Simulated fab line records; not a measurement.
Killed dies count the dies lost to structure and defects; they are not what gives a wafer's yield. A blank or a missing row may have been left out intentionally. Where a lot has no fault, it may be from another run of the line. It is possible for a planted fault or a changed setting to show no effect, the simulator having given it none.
The same fault as seen by 2 desks | flow berkeley cmos170 | what lay behind the numbers comes last; until then each desk has only its own

AT THE TOOL OWNER'S DESK: rtp anneal-01
The tool's own readings at UCB170_SILICIDE_RTA_04 (time 15 s): means of the sampled wafers that have a number, for each lot that ran on this tool. If a lot's mean is further than 4 standard deviations from the usual mean, the lot is out of limits and carries the mark OUT (the distance appears in the brackets).
Columns: A = chamber o2 ppm at UCB170_SILICIDE_RTA_04, usual 1.999; B = lamp power pct at UCB170_SILICIDE_RTA_04, usual 11.0 %; C = wafer_temp_C_max at UCB170_SILICIDE_RTA_04, usual 652.6
lot  | first seen here | A                        | B    | C
L397 | day 8 09:44     | 1.986                    | 11.7 | 653.3
L400 | day 8 22:35     | 1.977                    | 11.7 | 652.6
L403 | day 9 12:43     | 2.032                    | 11.7 | 652.9
L402 | day 9 15:21     | 61.987 (+99 or more) OUT | 11.7 | 652.4
L404 | day 9 15:29     | 62.031 (+99 or more) OUT | 11.7 | 653.7
L406 | day 10 10:38    | 61.993 (+99 or more) OUT | 11.7 | 653.0
L418 | day 14 01:14    | 1.991                    | 11.7 | 653.3
L419 | day 14 09:28    | 1.971                    | 11.7 | 652.1
This desk finds L402, L404, L406 out of limits, L402 being first, at day 9 15:21 (chamber o2 ppm at UCB170_SILICIDE_RTA_04). L397, L400, L403, L418, L419: within limits.

THE METROLOGY DESK
Means of the sampled wafers that have a number, per lot and without regard to the tool the lot ran on: this is what the gauges read. If a lot's mean is further than 4 standard deviations from the usual mean, the lot is out of limits and carries the mark OUT (the distance appears in the brackets).
Columns: A = PWELL_NITRIDE_THK at UCB170_PWELL_THK_MEAS_06, usual 219.9 nm; B = cd nm at UCB170_M2_CD_MEAS_15, usual 699.9 nm
lot  | first seen here | A     | B
L396 | day 3 08:31     | 218.0 | 701.3
L397 | day 3 18:55     | 216.3 | 701.1
L398 | day 3 18:56     | 218.1 | 701.2
L400 | day 4 04:43     | 218.6 | 698.8
L399 | day 4 04:43     | 218.4 | 699.1
L401 | day 4 13:42     | 219.4 | 701.6
L402 | day 4 13:42     | 220.1 | 701.7
L403 | day 4 23:49     | 221.5 | 697.4
L404 | day 4 23:49     | 222.3 | 699.6
L406 | day 5 09:19     | 218.1 | 698.2
L414 | day 6 23:49     | 219.1 | 700.4
L416 | day 7 05:49     | 222.0 | 698.8
L418 | day 7 17:35     | 220.0 | 700.1
L417 | day 7 17:37     | 221.3 | 697.3
L419 | day 8 06:43     | 217.9 | 698.1
This desk found nothing out of limits on any of the 15 lots.

BROUGHT TOGETHER
At day 9 15:21, on L402, L404, L406, the tool owner's desk was in a position to raise an alarm.
Metrology desk: nothing out of limits seen.
The metrology desk has L402, L404, L406 on record, within its limits.
The lots listed all ran UCB170_SILICIDE_RTA_04 on rtp anneal-01.

WHAT THE SIMULATOR HAD INSERTED
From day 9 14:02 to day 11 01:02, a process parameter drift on rtp anneal-01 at UCB170_SILICIDE_RTA_04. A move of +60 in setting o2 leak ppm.
Shown lots that were struck: L402, L404, L406.
How many hours passed from the start of the fault until each desk's first out-of-limits reading: the tool owner's desk, 1.
